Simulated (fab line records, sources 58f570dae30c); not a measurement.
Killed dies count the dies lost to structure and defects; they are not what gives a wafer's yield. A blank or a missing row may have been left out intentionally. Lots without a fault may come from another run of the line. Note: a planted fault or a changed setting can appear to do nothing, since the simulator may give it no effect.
Commonality check across tools ; flow berkeley-cmos170 ; 15 lots, 45 wafers sampled

## THE REASON FOR OPENING IT
Of 15 lots, 3 have the reading M2_AL_RS flagged at UCB170_M2_RS_MEAS_02. Wafers without a fault read 0.0321 ohm/sq, standard deviation 0.0004.
Rule: flag the lot when none of its wafers has a number, or when each of its wafers that has one lies beyond 4 standard deviations from that mean. As for the other lots, they are considered sound.

lot;measured;on;M2_AL_RS (ohm/sq), wafer by wafer;flag
L629;day 8 19:31;film-metro-04;0.0319 0.0318 0.0319;
L633;day 10 10:08;film-metro-01;0.0316 0.0324 0.0325;
L634;day 10 10:14;film-metro-04;0.0322 0.0320 0.0324;
L632;day 10 10:25;film-metro-01;0.0325 0.0324 0.0322;
L631;day 10 10:31;film-metro-04;0.0318 0.0319 0.0325;
L635;day 11 03:16;film-metro-03;0.0159 0.0160 0.0160;FLAGGED
L638;day 12 00:16;film-metro-04;0.0322 0.0326 0.0323;
L640;day 12 22:53;film-metro-01;0.0158 0.0163 0.0158;FLAGGED
L642;day 12 23:14;film-metro-04;0.0154 0.0158 0.0159;FLAGGED
L648;day 14 07:36;film-metro-03;0.0316 0.0324 0.0322;
L647;day 14 07:44;film-metro-01;0.0320 0.0316 0.0322;
L649;day 14 19:16;film-metro-03;0.0328 0.0324 0.0325;
L650;day 14 19:50;film-metro-04;0.0329 0.0324 0.0324;
L652;day 14 21:09;film-metro-03;0.0322 0.0315 0.0320;
L651;day 14 23:41;film-metro-01;0.0319 0.0323 0.0319;
The numbers of the flagged lots are 0.0159 ohm/sq on average: -0.0162 ohm/sq against the usual, or -41 standard deviations.

## WHICH TOOL RAN EACH LOT
The record holds 1 process step before the reading, out of a route of 331 steps. Each cell gives the tool, then ch followed by the chambers the sampled wafers passed through, then the start.
lot;flag;UCB170_M2_SPUTTER_01
L629;;pvd-sputter-04, day 8 19:26
L633;;pvd-sputter-04, day 10 10:04
L634;;pvd-sputter-02, day 10 10:08
L632;;pvd-sputter-03, day 10 10:20
L631;;pvd-sputter-04, day 10 10:26
L635;FLAGGED;pvd-sputter-03, day 11 02:53
L638;;pvd-sputter-02, day 12 00:10
L640;FLAGGED;pvd-sputter-04, day 12 22:33
L642;FLAGGED;pvd-sputter-02, day 12 22:52
L648;;pvd-sputter-03, day 14 07:31
L647;;pvd-sputter-02, day 14 07:37
L649;;pvd-sputter-04, day 14 19:11
L650;;pvd-sputter-03, day 14 19:43
L652;;pvd-sputter-02, day 14 21:04
L651;;pvd-sputter-04, day 14 23:34
What the steps here do:
- UCB170_M2_SPUTTER_01: material Al, target thk 900 nm, time 120 s.
- UCB170_M2_RS_MEAS_02: measures by four-point-probe.

## FLAGGED OVER TOTAL, TOOL BY TOOL (the gauges that took the reading come last)
step;tool;lots run;flagged;share of the flagged lots;sound lots run after its first flagged lot
UCB170_M2_SPUTTER_01;pvd-sputter-02;5;1;some;2 (L647,L652)
UCB170_M2_SPUTTER_01;pvd-sputter-03;4;1;some;2 (L648,L650)
UCB170_M2_SPUTTER_01;pvd-sputter-04;6;1;some;2 (L649,L651)
UCB170_M2_RS_MEAS_02;film-metro-01;5;1;some;2 (L647,L651)
UCB170_M2_RS_MEAS_02;film-metro-03;4;1;some;3 (L648,L649,L652)
UCB170_M2_RS_MEAS_02;film-metro-04;6;1;some;1 (L650)

## WHAT IS ALLOWED BY THE TABLE
No row of the table ran every flagged lot.

## WHAT WAS PUT IN BY THE SIMULATOR
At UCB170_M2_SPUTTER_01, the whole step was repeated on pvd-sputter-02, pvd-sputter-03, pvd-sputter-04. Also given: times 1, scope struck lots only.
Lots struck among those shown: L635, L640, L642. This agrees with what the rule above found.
